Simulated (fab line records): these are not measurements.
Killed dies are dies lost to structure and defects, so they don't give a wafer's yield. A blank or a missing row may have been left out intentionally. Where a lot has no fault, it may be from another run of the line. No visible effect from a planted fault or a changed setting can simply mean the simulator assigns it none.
8D (eight disciplines) problem report, filled in by code ; flow berkeley-cmos170 ; the parts of the form that need people (team, actions taken, sign-off) are left out

## 1. THE PROBLEM
Mean of run-length-s at UCB170_M2_METAL_ETCH_18: 192.7 s across 6 wafers in 2 lots; on wafers with no fault it is 223.1 s (standard deviation 0.44). That puts it -69 standard deviations away from the usual mean.
The step: etches Al in Cl2/BCl3, stops on SiO2, target depth 1170 nm, time 195 s.
First seen on wafer L287.3, day 10 04:00, on rie-metal-01. At this step, 42 wafers from 14 lots have a number in the record. Rule for "out", or "out of limits": more than 4 standard deviations from the usual mean. All remaining wafers that have a number are taken as sound.

## 2. WHAT IT IS AND WHAT IT IS NOT
question;is;is not
which readings at this step;run-length-s, oes-product-au;drypump-motor-current-A, throttle-valve-pct
which lots;L287, L290;L281, L282, L283, L284, L291, L295, L297, L299, L300, L301, L303, L304
which wafers of those lots;all that have a number;-
read on which tools;rie-metal-01;rie-metal-02, rie-metal-04
when;from day 10 04:00;"up to then (12 sound wafers); but 24 sound wafers of L291, L295, L297, L299, L300, L301, L303, L304 came after"

## 3. SUSPECTS, AND WHAT RULES EACH OUT
Counting: any tool at a process step up to the reading is kept as a suspect provided that every lot that is out went through it and no sound lot did after the first of them.
- rie-metal-01 at UCB170_M2_METAL_ETCH_18 (etches Al in Cl2/BCl3, stops on SiO2, target depth 1170 nm, time 195 s): ruled out as a lasting fault. Following L287 (day 10 04:00), the first lot on it that is out, the sound lots L304 were run on it.
Left after counting: nothing in the record.

## 4. THE CAUSE (what the simulator had put in)
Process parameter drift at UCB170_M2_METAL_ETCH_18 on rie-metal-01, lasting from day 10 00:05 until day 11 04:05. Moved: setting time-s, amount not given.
Counting ruled it out, wrongly.

## 5. THE EFFECT CHAIN, in route order
Rows list readings where the struck wafers' mean (over those with a number) sits beyond 3 standard deviations from the usual. Scope: only readings with a usual standard deviation given in the record; hours: median across lots of the time from each lot's start at the first step in this table that gives one to its start at this step; sigmas: change in usual standard deviations.
hours;step;reading;usual;on struck wafers;change;sigmas
0;UCB170_M2_METAL_ETCH_18;oes-product-au;0.862 a.u.;1.026;+0.164;+13
0;UCB170_M2_METAL_ETCH_18;run-length-s;223.1 s;192.7;-30.4;-69
0;UCB170_M2_STRIP_19;oes-product-au;0.529 a.u.;0.637;+0.108;+7.2
Here are the process steps it includes:
- UCB170_M2_METAL_ETCH_18: etches Al in Cl2/BCl3, stops on SiO2, target depth 1170 nm, time 195 s.
- UCB170_M2_STRIP_19: strips in O2.
Later steps that measure or inspect, where all struck wafers having a row at the step show a number for every such reading and not one has moved that far: UCB170_M2_CD_MEAS_90.

## 6. WHAT WOULD HAVE CAUGHT IT SOONER
The fault began at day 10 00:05; the first out-of-limits reading in this record came at day 10 04:00, 4 hours later.
